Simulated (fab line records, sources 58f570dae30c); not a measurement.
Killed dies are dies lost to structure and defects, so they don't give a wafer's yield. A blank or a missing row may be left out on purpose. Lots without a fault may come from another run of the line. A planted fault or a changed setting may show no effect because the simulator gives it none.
fab line records | flow berkeley_cmos170
record lots=14 wafers=42 last_day=11
route steps=331 shown M2@272
lots that met no fault: from a run of the same line without faults
start_h: hours from the record's first day to the start of the lot's first wafer shown | wait_h: hours since the lot's step before | " the same as in the row above | L1.1+2: a row that stands for several wafers | - no value, or no start given | * or withheld: withheld | < > ~ a bound
route shown NAME@n: a module of which the file shows steps, and the number in the route of the first | usual: mean/standard deviation of fault-free wafers | same: alike in all rows | chamber/n: place in a boat | sites: the reading at each site | _std_site: their standard deviation | _edge_site: outer sites' mean less inner sites' | radius_mm: how far each site lies from the wafer's centre | mask NAME#n: copy n | behind: the tool/chamber that last shaped the wafer | hold: why the lot was held/for how many hours/how that ended | device: the transistor (n, p or np) that didn't switch | end of line: the same wafers' tests at the end of the route | a step without rows: its recipe alone | killed: dies lost to structure and defects at the first sort, not the wafer's yield | map: a wafer's dies, x killed, . not, _ none there
set.NAME: the setting as run; set.NAME@STEP: as run at that earlier step | model.NAME: the simulator's own value behind a step, which no gauge read
steps of the route over a sample of lots; a table a step, a row a wafer
services: from which hour (start_h, from the record's first day; less than 0 if before it) a tool's chamber was out of use, for how many hours, and why
## steps
# step UCB170_M2_SPUTTER_01
# recipe material=Al target_thk_nm=900 time_s=120 power_w=6000 chamber_pressure_pa=0.5
# usual throttle_valve_pct=30.0/1.1
# columns lot.wafer tool chamber start_h wait_h throttle_valve_pct
L248.1 pvd_sputter-02 - 167.42 0.0 31.3
L248.4 " - " " 30.2
L248.6 " - " " 30.0
L249.1 pvd_sputter-03 - 167.66 0.0 30.5
L249.3 " - " " 30.1
L249.5 " - " " 29.7
L247.1 pvd_sputter-02 - 171.36 0.0 29.0
L247.4 " - " " 30.0
L247.6 " - " " 31.4
L251.3 pvd_sputter-03 - 171.38 0.0 30.1
L251.4 " - " " 30.3
L251.6 " - " " 30.2
L250.2 pvd_sputter-01 - 171.63 0.0 31.1
L250.5 " - " " 31.1
L250.6 " - " " 27.3
L253.3 pvd_sputter-03 - 180.62 0.0 30.1
L253.4 " - " " 29.8
L253.6 " - " " 30.2
L252.2 pvd_sputter-02 - 180.86 0.0 29.0
L252.4 " - " " 30.2
L252.6 " - " " 29.1
L256.3 pvd_sputter-02 - 207.28 0.0 29.4
L256.4 " - " " 30.4
L256.6 " - " " 30.1
L257.2 pvd_sputter-02 - 212.78 0.0 29.3
L257.3 " - " " 30.2
L257.4 " - " " 31.1
L258.2 pvd_sputter-02 - 219.47 0.0 29.1
L258.3 " - " " 31.4
L258.6 " - " " 30.2
L267.1 pvd_sputter-01 - 256.24 0.0 31.0
L267.2 " - " " 30.9
L267.4 " - " " 27.5
L268.2 pvd_sputter-03 - 256.36 0.0 29.6
L268.3 " - " " 30.5
L268.5 " - " " 30.1
L269.1 pvd_sputter-01 - 256.77 0.0 27.1
L269.2 " - " " 30.1
L269.6 " - " " 27.3
L270.1 pvd_sputter-03 - 256.89 0.0 30.1
L270.3 " - " " 29.7
L270.4 " - " " 30.0
# step UCB170_M2_RS_MEAS_02
# recipe thk_meas_gauge=four-point-probe reads=Al_of_M2_SPUTTER_01
# usual M2_AL_RS=0.0322/0.00036
# columns lot.wafer tool chamber start_h wait_h M2_AL_RS[ohm/sq]
L248.1 film_metro-02 - 167.51 0.0 0.0322
L248.4 " - " " 0.0322
L248.6 " - " " 0.0324
L249.1 film_metro-01 - 167.75 0.0 0.0327
L249.3 " - " " 0.0320
L249.5 " - " " 0.0326
L247.1 film_metro-01 - 171.45 0.0 0.0317
L247.4 " - " " 0.0318
L247.6 " - " " 0.0319
L251.3 film_metro-02 - 171.50 0.1 0.0325
L251.4 " - " " 0.0323
L251.6 " - " " 0.0324
L250.2 film_metro-04 - 171.74 0.1 0.0323
L250.5 " - " " 0.0322
L250.6 " - " " 0.0319
L253.3 film_metro-01 - 180.74 0.1 0.0318
L253.4 " - " " 0.0322
L253.6 " - " " 0.0321
L252.2 film_metro-04 - 180.97 0.1 0.0324
L252.4 " - " " 0.0322
L252.6 " - " " 0.0324
L256.3 film_metro-04 - 207.40 0.1 0.0319
L256.4 " - " " 0.0319
L256.6 " - " " 0.0319
L257.2 film_metro-04 - 212.88 0.1 0.0869
L257.3 " - " " 0.0320
L257.4 " - " " 0.0322
L258.2 film_metro-04 - 219.58 0.1 0.0944
L258.3 " - " " 0.0325
L258.6 " - " " 0.0322
L267.1 film_metro-01 - 256.33 0.0 0.0318
L267.2 " - " " 0.0321
L267.4 " - " " 0.0318
L268.2 film_metro-02 - 256.50 0.1 0.0323
L268.3 " - " " 0.0329
L268.5 " - " " 0.0322
L269.1 film_metro-01 - 256.86 0.0 0.0322
L269.2 " - " " 0.0321
L269.6 " - " " 0.0322
L270.1 film_metro-04 - 256.98 0.0 0.0322
L270.3 " - " " 0.0327
L270.4 " - " " 0.0322
# step UCB170_M2_THK_MEAS_03
# recipe thk_meas_gauge=xrf reads=Al_of_M2_SPUTTER_01
# usual M2_AL_THK=890/9.8
# columns lot.wafer tool chamber start_h wait_h M2_AL_THK[nm]
L248.1 film_metro-02 - 167.63 0.1 887
L248.4 " - " " 891
L248.6 " - " " 879
L249.1 film_metro-01 - 167.87 0.1 880
L249.3 " - " " 898
L249.5 " - " " 878
L247.1 film_metro-01 - 171.57 0.1 899
L247.4 " - " " 904
L247.6 " - " " 905
L251.3 film_metro-02 - 171.60 0.1 877
L251.4 " - " " 888
L251.6 " - " " 881
L250.2 film_metro-04 - 171.85 0.1 887
L250.5 " - " " 887
L250.6 " - " " 899
L253.3 film_metro-01 - 180.84 0.1 899
L253.4 " - " " 890
L253.6 " - " " 891
L252.2 film_metro-04 - 181.08 0.1 884
L252.4 " - " " 886
L252.6 " - " " 885
L256.3 film_metro-04 - 207.50 0.1 901
L256.4 " - " " 891
L256.6 " - " " 899
L257.2 film_metro-04 - 212.99 0.1 335
L257.3 " - " " 892
L257.4 " - " " 888
L258.2 film_metro-04 - 219.69 0.1 309
L258.3 " - " " 882
L258.6 " - " " 895
L267.1 film_metro-01 - 256.45 0.1 902
L267.2 " - " " 889
L267.4 " - " " 903
L268.2 film_metro-02 - 256.61 0.1 889
L268.3 " - " " 880
L268.5 " - " " 891
L269.1 film_metro-01 - 256.98 0.1 891
L269.2 " - " " 892
L269.6 " - " " 884
L270.1 film_metro-04 - 257.10 0.1 887
L270.3 " - " " 880
L270.4 " - " " 887
# step UCB170_M2_METAL_ETCH_18
# recipe chemistry=Cl2/BCl3 target=Al stop_on=SiO2 pressure_mtorr=12 target_depth_a=11700 over_etch_frac=0.3 time_s=195 icp_w=600 bias_w=120 Cl2_flow_sccm=90 bcl3_flow_sccm=45
# usual drypump_motor_current_A=5.53/0.29 oes_product_au=0.859/0.019 throttle_valve_pct=24.49/0.22
# columns lot.wafer tool chamber start_h wait_h drypump_motor_current_A oes_product_au rf_hours_counter_h throttle_valve_pct
L248.1 rie_metal-04 1 169.45 - 5.08 0.881 6.5 24.44
L248.4 " 0 " " 5.37 0.877 - 24.68
L248.6 " 1 " " 5.07 0.875 - 24.44
L249.1 rie_metal-02 1 170.13 - 5.82 0.870 1.0 24.06
L249.3 " 1 " " 5.82 0.886 - 24.05
L249.5 " 1 " " 5.84 0.866 - 24.07
L247.1 rie_metal-03 1 173.57 - 5.63 0.848 8.2 24.70
L247.4 " 1 " " 5.66 0.855 - 24.72
L247.6 " 0 " " 5.90 0.844 - 24.43
L251.3 rie_metal-02 1 173.90 - 5.84 0.879 - 24.07
L251.4 " 0 " " 5.36 0.847 - 24.65
L251.6 " 1 " " 5.85 0.869 - 24.06
L250.2 rie_metal-04 0 174.14 - 5.39 0.879 2.4 24.68
L250.5 " 1 " " 5.08 0.876 - 24.44
L250.6 " 0 " " 5.39 0.883 - 24.66
L253.3 rie_metal-02 0 183.58 - 5.36 0.848 - 24.65
L253.4 " 1 " " 5.84 0.883 - 24.05
L253.6 " 0 " " 5.37 0.848 - 24.64
L252.2 rie_metal-03 1 183.61 - 5.62 0.836 8.8 24.73
L252.4 " 0 " " 5.89 0.825 - 24.42
L252.6 " 1 " " 5.65 0.846 - 24.71
L256.3 rie_metal-03 0 211.05 - 5.90 0.836 - 24.42
L256.4 " 1 " " 5.62 0.853 - 24.71
L256.6 " 0 " " 5.90 0.838 - 24.42
L257.2 rie_metal-03 1 215.62 - 5.66 0.551 9.4 24.85
L257.3 " 1 " " 5.64 0.850 - 24.71
L257.4 " 0 " " 5.88 0.831 - 24.42
L258.2 rie_metal-04 1 222.09 - 5.08 0.567 7.9 24.59
L258.3 " 0 " " 5.41 0.873 - 24.69
L258.6 " 1 " " 5.07 0.877 - 24.43
L267.1 rie_metal-02 0 259.49 - 5.35 0.843 9.1 24.62
L267.2 " 1 " " 5.83 0.875 3.7 24.07
L267.4 " 1 " " 5.86 0.879 - 24.08
L268.2 rie_metal-04 0 259.52 - 5.41 0.881 4.7 24.66
L268.3 " 0 " " 5.41 0.871 - 24.67
L268.5 " 0 " " 5.40 0.877 - 24.65
L269.1 rie_metal-02 1 259.82 - 5.84 0.876 3.9 24.05
L269.2 " 0 " " 5.36 0.841 9.3 24.64
L269.6 " 1 " " 5.83 0.872 - 24.06
L270.1 rie_metal-04 1 259.99 - 5.08 0.882 9.3 24.44
L270.3 " 1 " " 5.08 0.870 - 24.44
L270.4 " 0 " " 5.39 0.885 - 24.67
## services
# columns tool chamber start_h hours kind
rie_metal-03 - 187.49 0.3 repair
rie_metal-02 - 241.89 2.8 pm
## key
first_sign step=UCB170_M2_RS_MEAS_02 reading=M2_AL_RS direction=up sigmas=99+ usual=0.0322 struck=0.0906
effect step=UCB170_M2_THK_MEAS_03 reading=M2_AL_THK direction=down sigmas=58 usual=890 struck=322
effect step=UCB170_M2_METAL_ETCH_18 reading=oes_product_au direction=down sigmas=16 usual=0.859 struck=0.559
met_at UCB170_M2_SPUTTER_01
struck_lots L257,L258
struck_wafers L257.2,L258.2
sort_left_out L257.2,L258.2
onset_between 207.28 212.78
fault kind=process_parameter_drift tool=pvd_sputter-02 chamber=- onset_h=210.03 steps=UCB170_M2_SPUTTER_01 channel=time_s offset=* shape=step end_h=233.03 acts_in=* stated=* scope=struck_wafers_only
# sort_left_out: the simulated sort isn't trusted on such a fault, so these wafers' sort isn't shown, and their yield isn't known
